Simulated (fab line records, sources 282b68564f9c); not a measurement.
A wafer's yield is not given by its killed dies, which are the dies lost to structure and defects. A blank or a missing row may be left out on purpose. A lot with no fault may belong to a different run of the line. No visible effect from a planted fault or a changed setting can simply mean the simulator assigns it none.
Commonality check across tools + flow rit_cmos + Sampled: 15 lots, 45 wafers

## WHAT PROMPTED THE OPENING
Of 15 lots, 3 have the reading PWELL_OVL flagged at RIT_PWELL_OVL_MEAS_06. Wafers without a fault read -0.9 nm, standard deviation 1.6.
Rule: flag the lot when none of its wafers has a number, or when each of its wafers that has one lies beyond 4 standard deviations from that mean. The rest of the lots are taken to be sound.

| lot  | measured    | on         | PWELL_OVL (nm), wafer by wafer | flag    |
|------|-------------|------------|--------------------------------|---------|
| L531 | day 2 00:08 | overlay-01 | -1.1 -1.5 -0.5                 |         |
| L532 | day 2 05:02 | overlay-02 | 1.0 -0.9 0.1                   |         |
| L533 | day 2 11:35 | overlay-02 | 0.8 -0.9 -0.8                  |         |
| L534 | day 2 13:53 | overlay-02 | -3.4 -2.5 -1.5                 |         |
| L535 | day 2 19:35 | overlay-02 | -1.2 -2.9 -1.4                 |         |
| L537 | day 3 06:17 | overlay-01 | -1.2 -2.0 -2.0                 |         |
| L538 | day 3 10:22 | overlay-02 | -1.2 1.3 -1.3                  |         |
| L539 | day 3 15:52 | overlay-01 | 420.3 421.1 418.5              | FLAGGED |
| L541 | day 4 02:26 | overlay-02 | 420.6 419.3 419.1              | FLAGGED |
| L543 | day 4 13:30 | overlay-02 | -1.9 -0.8 -2.0                 |         |
| L545 | day 4 21:52 | overlay-02 | 419.7 420.3 419.9              | FLAGGED |
| L549 | day 5 19:32 | overlay-01 | 0.0 -1.6 -2.0                  |         |
| L551 | day 6 03:01 | overlay-01 | -2.7 -1.4 -1.9                 |         |
| L553 | day 6 13:37 | overlay-01 | -0.1 -4.1 -3.1                 |         |
| L554 | day 6 19:16 | overlay-02 | -3.3 -2.4 -3.1                 |         |
The numbers of the flagged lots are 419.9 nm on average: +420.8 nm against the usual, or +99 or more standard deviations.

## WHICH TOOL EACH LOT WENT THROUGH
The record keeps 1 process step preceding the reading, out of 202 steps on the route. Each cell gives the tool, then ch followed by the chambers the sampled wafers passed through, then the start.
| lot  | flag    | RIT_PWELL_EXPOSE_03                |
|------|---------|------------------------------------|
| L531 |         | iline_stepper-02 ch 0, day 1 23:43 |
| L532 |         | iline_stepper-01 ch 0, day 2 04:38 |
| L533 |         | iline_stepper-01 ch 0, day 2 11:10 |
| L534 |         | iline_stepper-01 ch 0, day 2 13:29 |
| L535 |         | iline_stepper-02 ch 0, day 2 19:11 |
| L537 |         | iline_stepper-02 ch 0, day 3 05:52 |
| L538 |         | iline_stepper-01 ch 0, day 3 09:58 |
| L539 | FLAGGED | iline_stepper-01 ch 0, day 3 15:23 |
| L541 | FLAGGED | iline_stepper-01 ch 0, day 4 02:02 |
| L543 |         | iline_stepper-02 ch 0, day 4 13:05 |
| L545 | FLAGGED | iline_stepper-01 ch 0, day 4 21:27 |
| L549 |         | iline_stepper-02 ch 0, day 5 19:07 |
| L551 |         | iline_stepper-02 ch 0, day 6 02:37 |
| L553 |         | iline_stepper-02 ch 0, day 6 13:11 |
| L554 |         | iline_stepper-02 ch 0, day 6 18:53 |
What these steps do:
- RIT_PWELL_EXPOSE_03: exposes mask M3, target cd 43700 nm.
- RIT_PWELL_OVL_MEAS_06

## FLAGGED AGAINST TOTAL, ONE TOOL AT A TIME (gauges that did the reading follow at the end)
| step                  | tool             | lots run | flagged | share of the flagged lots | sound lots run after its first flagged lot |
|-----------------------|------------------|----------|---------|---------------------------|--------------------------------------------|
| RIT_PWELL_EXPOSE_03   | iline_stepper-01 | 7        | 3       | all                       | 0                                          |
| RIT_PWELL_EXPOSE_03   | iline_stepper-02 | 8        | 0       | none                      | -                                          |
| RIT_PWELL_OVL_MEAS_06 | overlay-01       | 6        | 1       | some                      | 3 (L549,L551,L553)                         |
| RIT_PWELL_OVL_MEAS_06 | overlay-02       | 9        | 2       | some                      | 2 (L543,L554)                              |

## WHAT THE TABLE ALLOWS
Rows of the table that ran each flagged lot: 1, that is iline_stepper-01 at RIT_PWELL_EXPOSE_03.
- iline_stepper-01 at RIT_PWELL_EXPOSE_03 ran 7 lots, 3 of them flagged. It ran its last sound lot, L538, at day 3 09:58 and its first flagged lot, L539, at day 3 15:23: a fault with its onset between the two fits.
One tool is left: iline_stepper-01 at RIT_PWELL_EXPOSE_03.

## WHAT HAD BEEN PUT IN BY THE SIMULATOR
Scanner matching overlay: iline_stepper-01, from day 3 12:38 on, at RIT_PWELL_EXPOSE_03. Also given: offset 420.
Shown lots that were struck: L539, L541, L545. Same finding as the rule above.
